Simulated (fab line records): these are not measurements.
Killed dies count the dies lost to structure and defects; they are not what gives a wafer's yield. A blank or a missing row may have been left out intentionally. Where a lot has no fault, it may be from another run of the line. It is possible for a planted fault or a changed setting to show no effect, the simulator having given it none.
Which tool did it? | flow berkeley-cmos170 | 15 lots, 45 wafers sampled, at 5 steps of a route of 331

## WHAT THE GAUGES READ, wafer by wafer
UCB170_ACTIVE_OVL_MEAS_14. Usual: ACTIVE_OVL 3 nm, standard deviation 4.9.
lot  | measured    | on         | ACTIVE_OVL (nm) | flag
L819 | day 4 06:50 | overlay-01 | 6 6 7           |
L820 | day 4 07:20 | overlay-01 | 3 10 12         |
L821 | day 4 14:12 | overlay-01 | -1 -4 -2        |
L823 | day 5 18:09 | overlay-02 | -4 4 -6         |
L824 | day 5 17:40 | overlay-02 | 2 -9 0          |
L825 | day 5 18:31 | overlay-01 | 4 -2 -1         |
L827 | day 5 17:54 | overlay-01 | 0 6 5           |
L826 | day 5 17:33 | overlay-01 | 3 2 -4          |
L828 | day 5 17:16 | overlay-01 | 4 7 4           |
L831 | day 6 07:52 | overlay-02 | 8 2 4           |
L832 | day 6 08:58 | overlay-02 | 3 8 12          |
L833 | day 6 21:58 | overlay-01 | -221 -226 -220  | OFF
L834 | day 7 11:34 | overlay-01 | -220 -217 -212  | OFF
L835 | day 7 11:14 | overlay-02 | -210 -210 -214  | OFF
L839 | day 8 00:01 | overlay-02 | -5 3 -2         |

UCB170_PFIELD_OVL_MEAS_06. Usual: PFIELD_OVL 0 nm, standard deviation 6.2.
lot  | measured    | on         | PFIELD_OVL (nm) | flag
L819 | day 4 09:07 | overlay-01 | -4 6 -3         |
L820 | day 4 09:40 | overlay-01 | -14 -9 -5       |
L821 | day 4 17:37 | overlay-01 | -2 -2 -4        |
L823 | day 5 22:35 | overlay-01 | -1 -1 1         |
L824 | day 5 21:56 | overlay-01 | -7 -3 -3        |
L825 | day 5 22:41 | overlay-01 | 10 6 9          |
L827 | day 5 22:17 | overlay-01 | -1 5 3          |
L826 | day 5 21:52 | overlay-02 | 3 6 2           |
L828 | day 5 22:00 | overlay-02 | -7 -4 -6        |
L831 | day 6 12:32 | overlay-02 | -3 2 -3         |
L832 | day 6 13:15 | overlay-01 | -3 -10 -8       |
L833 | day 6 23:47 | overlay-01 | 8 6 6           |
L834 | day 7 15:34 | overlay-02 | 6 8 0           |
L835 | day 7 15:01 | overlay-02 | -2 2 0          |
L839 | day 8 01:40 | overlay-02 | 4 10 13         |

## WHICH TOOL RAN EACH LOT (tool, then ch and the chambers of the sampled wafers, then the start)
lot  | UCB170_ZERO_ETCH_06               | UCB170_ACTIVE_EXPOSE_10          | UCB170_ACTIVE_STRIP_16
L819 | rie-diel-02 ch 0,1,3, day 1 19:48 | krf-scanner-01 ch 0, day 4 05:40 | plasma-asher-02 ch 0,1, day 4 06:58
L820 | rie-diel-02 ch 0,3, day 2 00:40   | krf-scanner-01 ch 0, day 4 06:16 | plasma-asher-04 ch 0,1, day 4 07:30
L821 | rie-diel-01 ch 0,1, day 2 06:30   | krf-scanner-01 ch 0, day 4 13:41 | plasma-asher-01 ch 1, day 4 14:20
L823 | rie-diel-03 ch 0,3, day 2 13:59   | krf-scanner-01 ch 0, day 5 16:41 | plasma-asher-02 ch 1, day 5 18:17
L824 | rie-diel-03 ch 1,2,3, day 2 19:32 | krf-scanner-01 ch 0, day 5 16:11 | plasma-asher-02 ch 0,1, day 5 17:48
L825 | rie-diel-01 ch 1,2, day 3 03:59   | krf-scanner-01 ch 0, day 5 16:50 | plasma-asher-01 ch 0,1, day 5 18:40
L827 | rie-diel-02 ch 0,1,2, day 3 11:25 | krf-scanner-02 ch 0, day 5 16:25 | plasma-asher-01 ch 1, day 5 18:02
L826 | rie-diel-01 ch 2,3, day 3 11:58   | krf-scanner-02 ch 0, day 5 15:53 | plasma-asher-01 ch 0,1, day 5 17:43
L828 | rie-diel-03 ch 0,3, day 3 14:41   | krf-scanner-02 ch 0, day 5 15:38 | plasma-asher-02 ch 0,1, day 5 17:24
L831 | rie-diel-01 ch 1,2,3, day 4 06:50 | krf-scanner-01 ch 0, day 6 07:16 | plasma-asher-02 ch 0,1, day 6 08:01
L832 | rie-diel-02 ch 0,1,2, day 4 11:47 | krf-scanner-01 ch 0, day 6 08:17 | plasma-asher-04 ch 0,1, day 6 09:06
L833 | rie-diel-03 ch 0,1,3, day 4 14:17 | krf-scanner-01 ch 0, day 6 21:26 | plasma-asher-01 ch 0,1, day 6 22:08
L834 | rie-diel-03 ch 0,2,3, day 5 01:43 | krf-scanner-01 ch 0, day 7 10:11 | plasma-asher-01 ch 0,1, day 7 11:43
L835 | rie-diel-01 ch 2,3, day 5 06:53   | krf-scanner-01 ch 0, day 7 09:40 | plasma-asher-04 ch 1, day 7 11:22
L839 | rie-diel-01 ch 0,2,3, day 5 21:18 | krf-scanner-02 ch 0, day 7 22:40 | plasma-asher-02 ch 0,1, day 8 00:10
- UCB170_ZERO_ETCH_06: etches SiO2 in CHF3/CF4/Ar, time 12 s.
- UCB170_ACTIVE_EXPOSE_10: exposes mask ACTIVE, target cd 1200 nm.
- UCB170_ACTIVE_STRIP_16: strips in O2.

## WHAT THE TOOLS THEMSELVES READ (means of the sampled wafers that have a number; where no wafer has one, the mark that the record gives instead)
UCB170_ZERO_ETCH_06. Usual: cf4-flow-sccm 10.000 sccm, standard deviation 0.03; drypump-motor-current-A 5.7 A, standard deviation 0.41; oes-product-au 0.618 a.u., standard deviation 0.012; throttle-valve-pct 9.31 %, standard deviation 0.14.
lot  | tool        | cf4-flow-sccm (sccm) | drypump-motor-current-A (A) | oes-product-au (a.u.) | throttle-valve-pct (%) | flag
L819 | rie-diel-02 | 10.020               | 5.6                         | 0.619                 | 9.38                   |
L820 | rie-diel-02 | 9.996                | 5.9                         | 0.614                 | 9.46                   |
L821 | rie-diel-01 | 10.010               | 5.7                         | 0.624                 | 9.23                   |
L823 | rie-diel-03 | 10.003               | 6.3                         | 0.616                 | 9.16                   |
L824 | rie-diel-03 | 9.999                | 5.4                         | 0.622                 | 9.33                   |
L825 | rie-diel-01 | 9.980                | 5.5                         | 0.626                 | 9.37                   |
L827 | rie-diel-02 | 9.998                | 5.7                         | 0.607                 | 9.29                   |
L826 | rie-diel-01 | 9.981                | 5.7                         | 0.627                 | 9.34                   |
L828 | rie-diel-03 | 9.999                | 5.9                         | 0.613                 | 9.23                   |
L831 | rie-diel-01 | 9.991                | 5.8                         | 0.619                 | 9.31                   |
L832 | rie-diel-02 | 9.999                | 5.6                         | 0.603                 | 9.30                   |
L833 | rie-diel-03 | 10.006               | 5.8                         | 0.622                 | 9.18                   |
L834 | rie-diel-03 | 10.013               | 6.0                         | 0.615                 | 9.32                   |
L835 | rie-diel-01 | 10.017               | 5.7                         | 0.629                 | 9.33                   |
L839 | rie-diel-01 | 10.012               | 5.8                         | 0.626                 | 9.27                   |

UCB170_ACTIVE_STRIP_16. Usual: drypump-motor-current-A 5.6 A, standard deviation 0.38; oes-product-au 0.721 a.u., standard deviation 0.0045; strip-time-to-endpoint-s 18.08 s, standard deviation 0.098.
lot  | tool            | drypump-motor-current-A (A) | oes-product-au (a.u.) | strip-time-to-endpoint-s (s) | flag
L819 | plasma-asher-02 | 5.7                         | 0.720                 | 18.07                        |
L820 | plasma-asher-04 | 6.1                         | 0.717                 | 18.07                        |
L821 | plasma-asher-01 | 5.5                         | 0.725                 | 18.06                        |
L823 | plasma-asher-02 | 5.5                         | 0.720                 | 17.93                        |
L824 | plasma-asher-02 | 5.6                         | 0.722                 | 18.04                        |
L825 | plasma-asher-01 | 5.7                         | 0.722                 | 18.15                        |
L827 | plasma-asher-01 | 5.5                         | 0.724                 | 18.07                        |
L826 | plasma-asher-01 | 5.7                         | 0.722                 | 18.12                        |
L828 | plasma-asher-02 | 5.6                         | 0.726                 | 17.88                        |
L831 | plasma-asher-02 | 5.6                         | 0.721                 | 17.99                        |
L832 | plasma-asher-04 | 6.0                         | 0.717                 | 18.06                        |
L833 | plasma-asher-01 | 5.7                         | 0.720                 | 18.18                        |
L834 | plasma-asher-01 | 5.6                         | 0.722                 | 18.04                        |
L835 | plasma-asher-04 | 6.7                         | 0.721                 | 18.07                        |
L839 | plasma-asher-02 | 5.6                         | 0.724                 | 18.15                        |

## THE ANSWER, worked out from the rows above alone
Rule: a lot is off if the mean of its wafers that have a number lies more than 3 standard deviations from the usual mean. A lot without any number at a reading at which 4 lots or more have one is off too. The other lots that the step has rows for count as sound. First the gauges in route order, then the tools' own readings, where a lot's mean is used as printed above. At the first step where some lot is off, the reading lying furthest off is the one used; lots without a number count as furthest.
Off: at UCB170_ACTIVE_OVL_MEAS_14 (ACTIVE_OVL), L833, L834, L835.
If a tool, at a process step before that reading, ran all the lots that are off and no sound lot after the first of them, it fits. The gauges at UCB170_ACTIVE_OVL_MEAS_14 are tried like those tools. One fits: UCB170_ACTIVE_EXPOSE_10 on krf-scanner-01. Its last sound lot is L832 (day 6 08:17), its first lot that is off L833 (day 6 21:26): a fault that began between those two fits.

## WHAT HAD BEEN PUT IN BY THE SIMULATOR
Scanner matching overlay: krf-scanner-01, from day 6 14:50 on, at UCB170_ACTIVE_EXPOSE_10. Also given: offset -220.
Shown lots that were struck: L833, L835, L834. Same finding as the rule above.
